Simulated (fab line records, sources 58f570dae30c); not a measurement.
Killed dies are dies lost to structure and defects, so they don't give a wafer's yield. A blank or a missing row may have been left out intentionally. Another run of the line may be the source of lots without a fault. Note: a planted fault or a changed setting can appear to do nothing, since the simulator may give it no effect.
Which tool is to blame? :: flow berkeleyCmos170 :: 13 lots, 39 wafers sampled, at 3 steps of a route of 331

== WHAT THE GAUGES READ, wafer by wafer ==
UCB170_CONTACT_CD_MEAS_15: target cd 700 nm. Usual: 700.1 nm for cdNm, sd 1.4.
lot: L210
measured: day 8 11:03
on: cdSem-01
cdNm (nm): 698.9 698.9 700.0
flag: 

lot: L212
measured: day 9 01:56
on: cdSem-01
cdNm (nm): 703.0 701.1 700.4
flag: 

lot: L213
measured: day 9 02:42
on: cdSem-01
cdNm (nm): 698.1 698.3 698.9
flag: 

lot: L215
measured: day 9 10:51
on: cdSem-02
cdNm (nm): 697.9 698.4 697.7
flag: 

lot: L214
measured: day 9 11:22
on: cdSem-01
cdNm (nm): 699.7 699.8 700.2
flag: 

lot: L218
measured: day 10 20:31
on: cdSem-02
cdNm (nm): 699.1 699.1 699.6
flag: 

lot: L223
measured: day 11 07:54
on: cdSem-02
cdNm (nm): 700.8 701.2 701.3
flag: 

lot: L226
measured: day 11 23:52
on: cdSem-01
cdNm (nm): 700.8 699.4 700.2
flag: 

lot: L224
measured: day 12 00:14
on: cdSem-01
cdNm (nm): 698.7 698.8 699.0
flag: 

lot: L225
measured: day 11 23:28
on: cdSem-01
cdNm (nm): 701.5 702.1 700.7
flag: 

lot: L231
measured: day 13 03:36
on: cdSem-02
cdNm (nm): 702.1 702.6 701.9
flag: 

lot: L229
measured: day 13 05:29
on: cdSem-01
cdNm (nm): 698.7 700.2 699.5
flag: 

lot: L232
measured: day 14 06:54
on: cdSem-01
cdNm (nm): 700.7 700.9 700.6
flag: 

== WHICH TOOL RAN EACH LOT (tool, then ch and the chambers of the sampled wafers, then the start) ==
lot: L210
UCB170_PSD_STRIP_09: plasmaAsher-04 ch 0,1, day 7 23:17
UCB170_CONTACT_RTA_08: rtpAnneal-01 ch 0, day 8 10:00

lot: L212
UCB170_PSD_STRIP_09: plasmaAsher-02 ch 0,1, day 8 18:21
UCB170_CONTACT_RTA_08: rtpAnneal-01 ch 0, day 9 01:02

lot: L213
UCB170_PSD_STRIP_09: plasmaAsher-04 ch 0,1, day 8 18:28
UCB170_CONTACT_RTA_08: rtpAnneal-02 ch 0, day 9 01:47

lot: L215
UCB170_PSD_STRIP_09: plasmaAsher-04 ch 0,1, day 9 03:36
UCB170_CONTACT_RTA_08: rtpAnneal-01 ch 0, day 9 09:56

lot: L214
UCB170_PSD_STRIP_09: plasmaAsher-01 ch 0,1, day 9 03:50
UCB170_CONTACT_RTA_08: rtpAnneal-02 ch 0, day 9 10:28

lot: L218
UCB170_PSD_STRIP_09: plasmaAsher-04 ch 0,1, day 10 09:36
UCB170_CONTACT_RTA_08: rtpAnneal-02 ch 0, day 10 19:17

lot: L223
UCB170_PSD_STRIP_09: plasmaAsher-04 ch 0,1, day 10 20:31
UCB170_CONTACT_RTA_08: rtpAnneal-02 ch 0, day 11 06:38

lot: L226
UCB170_PSD_STRIP_09: plasmaAsher-04 ch 0,1, day 11 11:56
UCB170_CONTACT_RTA_08: rtpAnneal-02 ch 0, day 11 22:25

lot: L224
UCB170_PSD_STRIP_09: plasmaAsher-02 ch 0,1, day 11 12:01
UCB170_CONTACT_RTA_08: rtpAnneal-01 ch 0, day 11 22:34

lot: L225
UCB170_PSD_STRIP_09: plasmaAsher-02 ch 0,1, day 11 12:29
UCB170_CONTACT_RTA_08: rtpAnneal-01 ch 0, day 11 22:26

lot: L231
UCB170_PSD_STRIP_09: plasmaAsher-01 ch 0,1, day 12 19:52
UCB170_CONTACT_RTA_08: rtpAnneal-01 ch 0, day 13 02:33

lot: L229
UCB170_PSD_STRIP_09: plasmaAsher-01 ch 1, day 12 20:23
UCB170_CONTACT_RTA_08: rtpAnneal-01 ch 0, day 13 04:17

lot: L232
UCB170_PSD_STRIP_09: plasmaAsher-02 ch 0,1, day 13 20:07
UCB170_CONTACT_RTA_08: rtpAnneal-01 ch 0, day 14 05:50
- UCB170_PSD_STRIP_09: strips in O2.
- UCB170_CONTACT_RTA_08: time 10 s.

== AS READ BY THE TOOLS THEMSELVES (means over the sampled wafers that have a number; for cases with no such wafer, the mark the record gives instead) ==
UCB170_PSD_STRIP_09. Usual: drypumpMotorCurrentA 5.6 A, standard deviation 0.51; oesProductAu 0.602 a.u., standard deviation 0.0043; stripTimeToEndpointS 29.66 s, standard deviation 0.07.
lot: L210
tool: plasmaAsher-04
drypumpMotorCurrentA (A): 5.0
oesProductAu (a.u.): 0.605
stripTimeToEndpointS (s): 29.69
flag: 

lot: L212
tool: plasmaAsher-02
drypumpMotorCurrentA (A): 5.8
oesProductAu (a.u.): 0.600
stripTimeToEndpointS (s): 29.76
flag: 

lot: L213
tool: plasmaAsher-04
drypumpMotorCurrentA (A): 5.2
oesProductAu (a.u.): 0.600
stripTimeToEndpointS (s): 29.63
flag: 

lot: L215
tool: plasmaAsher-04
drypumpMotorCurrentA (A): 5.2
oesProductAu (a.u.): 0.601
stripTimeToEndpointS (s): 29.70
flag: 

lot: L214
tool: plasmaAsher-01
drypumpMotorCurrentA (A): 6.1
oesProductAu (a.u.): 0.600
stripTimeToEndpointS (s): 29.77
flag: 

lot: L218
tool: plasmaAsher-04
drypumpMotorCurrentA (A): 5.1
oesProductAu (a.u.): 0.600
stripTimeToEndpointS (s): 29.65
flag: 

lot: L223
tool: plasmaAsher-04
drypumpMotorCurrentA (A): 5.2
oesProductAu (a.u.): 0.603
stripTimeToEndpointS (s): 29.65
flag: 

lot: L226
tool: plasmaAsher-04
drypumpMotorCurrentA (A): 5.0
oesProductAu (a.u.): 0.603
stripTimeToEndpointS (s): 29.71
flag: 

lot: L224
tool: plasmaAsher-02
drypumpMotorCurrentA (A): 5.8
oesProductAu (a.u.): 0.602
stripTimeToEndpointS (s): 29.69
flag: 

lot: L225
tool: plasmaAsher-02
drypumpMotorCurrentA (A): 5.7
oesProductAu (a.u.): 0.603
stripTimeToEndpointS (s): 29.52
flag: 

lot: L231
tool: plasmaAsher-01
drypumpMotorCurrentA (A): 6.2
oesProductAu (a.u.): 0.600
stripTimeToEndpointS (s): 29.61
flag: 

lot: L229
tool: plasmaAsher-01
drypumpMotorCurrentA (A): 6.0
oesProductAu (a.u.): 0.607
stripTimeToEndpointS (s): 29.70
flag: 

lot: L232
tool: plasmaAsher-02
drypumpMotorCurrentA (A): 5.7
oesProductAu (a.u.): 0.600
stripTimeToEndpointS (s): 29.61
flag: 

UCB170_CONTACT_RTA_08. Usual: lampPowerPct 22.9 %, standard deviation 1.2; wafer_temp_C_max 903.0, standard deviation 0.75.
lot: L210
tool: rtpAnneal-01
lampPowerPct (%): 21.7
wafer_temp_C_max: 902.6
flag: 

lot: L212
tool: rtpAnneal-01
lampPowerPct (%): 21.7
wafer_temp_C_max: 902.7
flag: 

lot: L213
tool: rtpAnneal-02
lampPowerPct (%): 24.1
wafer_temp_C_max: 903.6
flag: 

lot: L215
tool: rtpAnneal-01
lampPowerPct (%): 21.7
wafer_temp_C_max: 902.3
flag: 

lot: L214
tool: rtpAnneal-02
lampPowerPct (%): 24.1
wafer_temp_C_max: 903.6
flag: 

lot: L218
tool: rtpAnneal-02
lampPowerPct (%): 24.1
wafer_temp_C_max: 903.6
flag: 

lot: L223
tool: rtpAnneal-02
lampPowerPct (%): 24.1
wafer_temp_C_max: 903.3
flag: 

lot: L226
tool: rtpAnneal-02
lampPowerPct (%): 24.1
wafer_temp_C_max: 903.6
flag: 

lot: L224
tool: rtpAnneal-01
lampPowerPct (%): 21.7
wafer_temp_C_max: 902.4
flag: 

lot: L225
tool: rtpAnneal-01
lampPowerPct (%): 21.7
wafer_temp_C_max: 902.2
flag: 

lot: L231
tool: rtpAnneal-01
lampPowerPct (%): 21.7
wafer_temp_C_max: 902.8
flag: 

lot: L229
tool: rtpAnneal-01
lampPowerPct (%): 21.7
wafer_temp_C_max: 902.8
flag: 

lot: L232
tool: rtpAnneal-01
lampPowerPct (%): 21.7
wafer_temp_C_max: 902.6
flag: 

== THE ANSWER, worked out from the rows above alone ==
Rule: a lot is off if the mean of its wafers that have a number lies more than 3 standard deviations from the usual mean. A lot without any number at a reading at which 4 lots or more have one is off too. Any other lot the step has rows for is counted as sound. Order of review: gauges by route order, followed by the tools' own readings, for which a lot's mean as printed above is used. At the first step where some lot is off, the reading lying furthest off is the one used; lots without a number count as furthest.
No lot is off on any of the readings shown, so nothing can be concluded from this.

== WHAT WAS PUT IN BY THE SIMULATOR ==
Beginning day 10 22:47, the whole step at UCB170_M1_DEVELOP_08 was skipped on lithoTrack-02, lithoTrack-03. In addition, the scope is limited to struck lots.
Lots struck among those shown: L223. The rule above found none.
